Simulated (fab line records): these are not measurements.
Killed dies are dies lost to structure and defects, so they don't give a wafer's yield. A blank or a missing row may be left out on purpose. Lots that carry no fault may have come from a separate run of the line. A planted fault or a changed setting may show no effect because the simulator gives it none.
Struck lot and sound lot, side by side -- flow rit_cmos -- 19 out of 202 route steps
Sound: the wafers L724.3, L724.4, L724.5. Wafers L720.1, L720.3, L720.5 were the ones struck. The cause is given at the end.
Each step with rows lists, per side, the tool, then ch with its chambers, then its first start. Under that, the readings that differ: sound wafers -- struck wafers -- difference of the means -- sigmas: that difference in standard deviations of wafers without a fault.
alike: readings whose means differ by less than 2 such deviations, and words and numbers that are the same on both sides. not compared: withheld readings, readings that some wafer has no value for, bounds like >300 that may hide the same value, and numbers for which the record gives no deviation and whose values overlap.
A row with sigmas, a row that says differs or no value, or rows on one side alone: a step with any of these is where the two part. Numbers that have no deviation but don't overlap get no sigmas and don't part them. Lack of a reading on every wafer of one side parts them only where that side has two or more wafers.

first, 1 step without rows for these wafers: RIT_GATE_CLEAN_04 (cleans in dHF, time 60 s).
RIT_FOX2_THK_MEAS_91:
  sound on film_metro-01, day 4 22:44; struck on film_metro-03, day 4 00:17
  alike: FIELD_OXIDE_LEFT_2_THK
then, 2 steps without rows for these wafers: RIT_GATE_OXIDATION_05 (target thk 3 nm, ox time 270 s); RIT_GATE_ANNEAL_06 (time 600 s).
RIT_GATE_THK_MEAS_07:
  sound on film_metro-03, day 5 00:07; struck on film_metro-01, day 4 01:40
  alike: GATE_OXIDE_THK
then, 1 step without rows for these wafers: RIT_GATE_CVD_08 (deposits poly-Si from SiH4, target thk 250 nm, time 2220 s).
RIT_GATE_THK_MEAS_09:
  sound on film_metro-03, day 5 02:01; struck on film_metro-02, day 4 03:21
reading,sound,struck,difference,sigmas
GATE_POLY_THK (nm),248.2 247.9 245.8,255.1 253.7 255.5,+7.5,+3
then, 5 steps without rows for these wafers: RIT_GATE_HMDS_10 (prime time 60 s); RIT_GATE_COAT_11 (resist thk 850 nm); RIT_GATE_SOFTBAKE_12 (time 60 s); RIT_GATE_EXPOSE_13 (exposes mask M6, target cd 150 nm); RIT_GATE_PEB_14.
RIT_GATE_DEVELOP_15: develop time 50 s.
  sound on litho_track-01 ch 0, day 5 03:00; struck on litho_track-04 ch 0, day 4 04:00
reading,sound,struck,difference,sigmas
developer_temp_C (C),22.95 22.80 22.86,23.17 23.20 23.35,+0.37,+3
RIT_GATE_CD_MEAS_16: the cd target is 150 nm.
  sound on cd_sem-02, day 5 03:08; struck on cd_sem-02, day 4 04:30
reading,sound,struck,difference,sigmas
cd_nm (nm),149.4 148.8 151.4,161.2 161.3 161.6,+11.5,+6
RIT_GATE_OVL_MEAS_17:
  sound on overlay-02, day 5 03:14; struck on overlay-01, day 4 04:37
  alike: GATE_OVL
then, 1 step without rows for these wafers: RIT_GATE_HARDBAKE_18 (time 60 s).
RIT_GATE_ETCH_19: etches poly-Si in SF6/CHF3/O2, stops on SiO2, time 165 s, target depth 312.5 nm.
  sound on rie_si-01 ch 0,3, day 5 03:25; struck on rie_si-01 ch 0,2,3, day 4 04:49
reading,sound,struck,difference,sigmas
model.GATE.cd_nm (nm),149.7 148.5 151.4,161.7 161.3 161.5,+11.6,
  alike: O2_flow_sccm, drypump_motor_current_A, oes_product_au, throttle_valve_pct
  not compared: rf_hours_counter_h
RIT_GATE_STRIP_20: strips in O2, time 180 s.
  sound on plasma_asher-03 ch 0,1, day 5 03:35; struck on plasma_asher-02 ch 0,1, day 4 04:55
  alike: drypump_motor_current_A
  not compared: rf_hours_counter_h
RIT_M1_PROBE_99:
  sound on prober-02, day 6 01:35; struck on prober-02, day 5 02:42
reading,sound,struck,difference,sigmas
model.etest.pmos_0p3.r_on_ohm_um,6028 6055 6080,6545 6893 6787,+687,
model.etest.pmos_0p15.r_on_ohm_um,2649 2627 2712,2968 3092 3082,+385,
model.etest.pmos_turned.r_on_ohm_um,3256 3259 3326,3640 3819 3786,+468,
model.etest.nmos_0p3.r_on_ohm_um,2056 2064 2084,2251 2315 2277,+213,
model.etest.nmos_0p15.r_on_ohm_um,1076 1068 1089,1216 1248 1227,+153,
model.etest.nmos_0p15.drive_ua_um,496 499.6 478.4,426 412.4 418.1,-72,
model.etest.pmos_0p15.drive_ua_um,270.2 271.8 260.2,231.6 220.2 224.3,-42.0,
model.etest.npoly_line.line_ohm_um,166.7 172 164,148.5 148.3 146.6,-19.8,
  alike: killed_at_contacts, killed_at_front_end, killed_dies, killed_open, killed_short

## WHERE THEY PART
At RIT_GATE_THK_MEAS_09 first; at RIT_GATE_CD_MEAS_16 last (within this record only). Later steps at which nothing parts them and some readings are alike: RIT_GATE_OVL_MEAS_17, RIT_GATE_ETCH_19, RIT_GATE_STRIP_20, RIT_M1_PROBE_99.

WHY: what had been put in by the simulator
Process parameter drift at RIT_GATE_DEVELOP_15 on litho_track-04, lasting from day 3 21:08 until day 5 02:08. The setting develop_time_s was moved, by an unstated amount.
